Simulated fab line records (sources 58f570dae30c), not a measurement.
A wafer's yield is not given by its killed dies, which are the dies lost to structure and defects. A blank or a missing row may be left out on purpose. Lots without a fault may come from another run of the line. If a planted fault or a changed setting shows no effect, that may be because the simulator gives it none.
Comparing a struck lot with a sound one / flow berkeleyCmos170 / 14 steps out of a route of 331
Sound: wafers L873.2, L873.5, L873.6. Struck: wafers L871.2, L871.3, L871.5. At the end, the cause is stated.
Per side, at each step with rows, come the tool, then ch with its chambers, and then its first start. Under that, the readings that differ: sound wafers / struck wafers / difference of the means / sigmas: that difference in standard deviations of wafers without a fault.
alike: same words and numbers on both sides, and readings whose means sit less than 2 such deviations apart. not compared: any withheld reading, any reading some wafer has no value for, any bound like >300 that may hide the same value, and any number with overlapping values for which the record gives no deviation.
Wherever a step has rows on one side only, a row that says differs or no value, or a row with sigmas, the two part there. Non-overlapping numbers with no deviation appear without sigmas and do not part them. Lack of a reading on every wafer of one side parts them only where that side has two or more wafers.

first, 2 steps without rows for these wafers: UCB170_CONTACT_CLEAN_00 (cleans in SPM, time 600 s); UCB170_CONTACT_CVD_01 (deposits PSG from SiH4/O2/PH3, target thk 700 nm, time 2754 s).
UCB170_CONTACT_THK_MEAS_02:
  sound on filmMetro-04, day 12 00:27; struck on filmMetro-03, day 12 00:27
  alike: CONTACT_PSG_THK
then, 3 steps without rows for these wafers: UCB170_CONTACT_HMDS_03 (prime time 60 s); UCB170_CONTACT_COAT_04 (resist thk 900 nm); UCB170_CONTACT_SOFTBAKE_05 (time 60 s).
UCB170_CONTACT_STRIP_06: strips in O2.
  sound on plasmaAsher-04 ch 0,1, day 12 00:57; struck on plasmaAsher-04 ch 1, day 12 01:16
  alike: drypumpMotorCurrentA, oesProductAu, stripTimeToEndpointS
  not compared: rfHoursCounterH
then, 1 step without rows for these wafers: UCB170_CONTACT_CLEAN_07 (cleans in SPM, time 600 s).
UCB170_CONTACT_RTA_08: time 10 s.
  sound on rtpAnneal-02 ch 0, day 12 01:14; struck on rtpAnneal-01 ch 0, day 12 01:32
reading=lampPowerPct (%); sound=30.4 30.4 30.4; struck=25.5 25.5 25.5; difference=-4.9; sigmas=-2
  alike: wafer_temp_C_max
then, 3 steps without rows for these wafers: UCB170_CONTACT_COAT_09; UCB170_CONTACT_COAT_10 (resist thk 900 nm); UCB170_CONTACT_SOFTBAKE_11 (time 60 s).
UCB170_CONTACT_EXPOSE_12: exposes mask CONT, target cd 700 nm.
  struck on krfScanner-02, day 12 02:11; sound on krfScanner-01 ch 0, day 12 01:53
  no value came back on the struck wafers for exposureDoseMJCm2, focusOffsetNm (nm), na; on the sound wafers exposureDoseMJCm2 reads 34.94 34.99 34.94
  alike: mask
then, 1 step without rows for these wafers: UCB170_CONTACT_PEB_13.

== WHERE THEY PART ==
Last at UCB170_CONTACT_EXPOSE_12 as far as this record goes, first at UCB170_CONTACT_RTA_08.

WHY: whatever the simulator had introduced
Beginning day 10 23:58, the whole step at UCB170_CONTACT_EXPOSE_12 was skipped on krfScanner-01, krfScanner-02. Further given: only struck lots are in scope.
